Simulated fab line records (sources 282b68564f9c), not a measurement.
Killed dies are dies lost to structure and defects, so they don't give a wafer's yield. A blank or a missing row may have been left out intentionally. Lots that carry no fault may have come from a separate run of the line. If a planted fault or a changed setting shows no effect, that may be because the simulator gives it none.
The tool behind it: which one? | flow rit cmos | Sampling: 14 lots, 42 wafers, 3 of 202 route steps

== WHAT THE GAUGES READ, wafer by wafer ==
RIT_NWELL_TW_MEAS_10. Usual: for NWELL_TW the level is 2141 and the standard deviation is 13.
lot  | measured    | on            | NWELL_TW       | flag
L289 | day 1 21:19 | film metro-01 | 2131 2133 2128 |
L290 | day 2 05:05 | film metro-01 | 2123 2114 2104 |
L291 | day 2 10:33 | film metro-03 | 2143 2147 2152 |
L292 | day 2 19:02 | film metro-04 | 2143 2155 2148 |
L293 | day 3 00:37 | film metro-04 | 2146 2149 2161 |
L295 | day 3 09:12 | film metro-04 | 2152 2147 2144 |
L296 | day 3 14:44 | film metro-03 | 2143 2138 2142 |
L297 | day 3 16:48 | film metro-04 | 2164 2154 2143 |
L298 | day 3 20:20 | film metro-04 | 2214 2213 2223 | OFF
L302 | day 4 20:12 | film metro-03 | 2215 2220 2212 | OFF
L307 | day 5 17:04 | film metro-04 | 2149 2148 2149 |
L308 | day 5 21:46 | film metro-03 | 2134 2129 2139 |
L311 | day 6 12:56 | film metro-01 | 2124 2135 2139 |
L312 | day 6 19:40 | film metro-04 | 2152 2137 2150 |

RIT_WELLDRIVE_RS_MEAS_01: measures by four-point-probe. Usual: for NWELL_RS the level is 275.8 ohm/sq and the standard deviation is 0.85.
lot  | measured    | on            | NWELL_RS (ohm/sq) | flag
L289 | day 2 04:32 | film metro-04 | 274.2 274.5 274.9 |
L290 | day 2 13:45 | film metro-04 | 276.2 276.1 275.8 |
L291 | day 2 20:45 | film metro-04 | 274.9 275.6 275.2 |
L292 | day 3 03:12 | film metro-01 | 275.9 276.1 275.8 |
L293 | day 3 09:20 | film metro-03 | 276.1 275.4 275.4 |
L295 | day 3 17:19 | film metro-01 | 277.4 277.5 277.1 |
L296 | day 3 23:02 | film metro-03 | 275.6 275.7 276.1 |
L297 | day 4 02:13 | film metro-04 | 275.0 275.4 275.3 |
L298 | day 4 07:19 | film metro-04 | 259.9 260.3 259.8 | OFF
L302 | day 5 03:49 | film metro-04 | 258.3 258.3 257.9 | OFF
L307 | day 6 00:17 | film metro-04 | 275.5 275.5 276.1 |
L308 | day 6 05:20 | film metro-01 | 275.6 275.9 276.5 |
L311 | day 6 20:07 | film metro-04 | 276.0 275.9 276.5 |
L312 | day 7 02:36 | film metro-01 | 276.3 276.2 275.9 |

== EACH LOT AND THE TOOL THAT RAN IT (in order: tool; ch and the chambers of the sampled wafers; start) ==
lot  | RIT_NWELL_IMPLANT_08
L289 | implanter-04 ch 0, day 1 21:00
L290 | implanter-01 ch 0, day 2 04:47
L291 | implanter-01 ch 0, day 2 10:13
L292 | implanter-04 ch 0, day 2 18:37
L293 | implanter-01 ch 0, day 3 00:19
L295 | implanter-02 ch 0, day 3 08:53
L296 | implanter-04 ch 0, day 3 14:25
L297 | implanter-02 ch 0, day 3 16:29
L298 | implanter-02 ch 0, day 3 20:02
L302 | implanter-02 ch 0, day 4 19:53
L307 | implanter-04 ch 0, day 5 16:46
L308 | implanter-04 ch 0, day 5 21:26
L311 | implanter-01 ch 0, day 6 12:37
L312 | implanter-01 ch 0, day 6 19:21
- RIT_NWELL_IMPLANT_08

== WHAT THE TOOLS THEMSELVES READ (means of the sampled wafers that have a number; where no wafer has one, the mark that the record gives instead) ==
RIT_NWELL_IMPLANT_08. Usual: beam on s 9.99 s, standard deviation 0.19; end station pressure torr 5.14e-06 Torr, standard deviation 2.7e-07; faraday current uA 158.8, standard deviation 2.9.
lot  | tool         | beam on s (s) | end station pressure torr (Torr) | faraday current uA | flag
L289 | implanter-04 | 9.99          | 5.11e-06                         | 159.2              |
L290 | implanter-01 | 9.91          | 5.24e-06                         | 159.7              |
L291 | implanter-01 | 9.82          | 4.78e-06                         | 161.2              |
L292 | implanter-04 | 9.96          | 5.14e-06                         | 159.4              |
L293 | implanter-01 | 9.89          | 4.90e-06                         | 160.8              |
L295 | implanter-02 | 10.02         | 5.09e-06                         | 158.8              |
L296 | implanter-04 | 10.05         | 5.23e-06                         | 157.7              |
L297 | implanter-02 | 9.84          | 5.24e-06                         | 161.3              |
L298 | implanter-02 | 10.88         | 4.75e-05                         | 147.2              | OFF
L302 | implanter-02 | 11.08         | 5.12e-05                         | 144.7              | OFF
L307 | implanter-04 | 10.12         | 5.00e-06                         | 157.1              |
L308 | implanter-04 | 10.04         | 5.44e-06                         | 158.3              |
L311 | implanter-01 | 10.10         | 5.00e-06                         | 156.9              |
L312 | implanter-01 | 9.92          | 4.94e-06                         | 160.2              |

== THE ANSWER, worked out from the rows above alone ==
Rule: a lot is off if the mean of its wafers that have a number lies more than 3 standard deviations from the usual mean. Also off: a lot with no number at a reading for which 4 or more lots have one. Any other lot the step has rows for is counted as sound. Order of review: gauges by route order, followed by the tools' own readings, for which a lot's mean as printed above is used. At the first step where some lot is off, the reading lying furthest off is the one used; lots without a number count as furthest.
Off: L298, L302, at RIT_NWELL_TW_MEAS_10 (NWELL_TW).
If a tool, at a process step before that reading, ran all the lots that are off and no sound lot after the first of them, it fits. Not tried: the gauges at RIT_NWELL_TW_MEAS_10; whatever is off there is also off at RIT_NWELL_IMPLANT_08, on other tools, and gauge error can't account for it. One fits: RIT_NWELL_IMPLANT_08 on implanter-02. A fault onset in the window from L297 (day 3 16:29, its last sound lot) to L298 (day 3 20:02, its first lot off) fits.
The tool's own readings at RIT_NWELL_IMPLANT_08 bear it out: on the lots that are off they differ by more than 5 times the standard deviation of the sound lots' means. beam on s reads 10.98 s there against 9.97 s on the sound lots; end station pressure torr reads 4.94e-05 Torr there against 5.09e-06 Torr on the sound lots; faraday current uA reads 145.9 there against 159.2 on the sound lots.

== WHAT WAS PUT IN BY THE SIMULATOR ==
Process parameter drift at RIT_NWELL_IMPLANT_08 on implanter-02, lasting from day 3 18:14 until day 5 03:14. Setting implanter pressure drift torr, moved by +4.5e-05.
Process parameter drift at RIT_NWELL_IMPLANT_08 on implanter-02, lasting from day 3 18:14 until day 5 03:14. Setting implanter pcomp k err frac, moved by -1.
Struck lots among those shown: L298, L302. This agrees with what the rule above found.
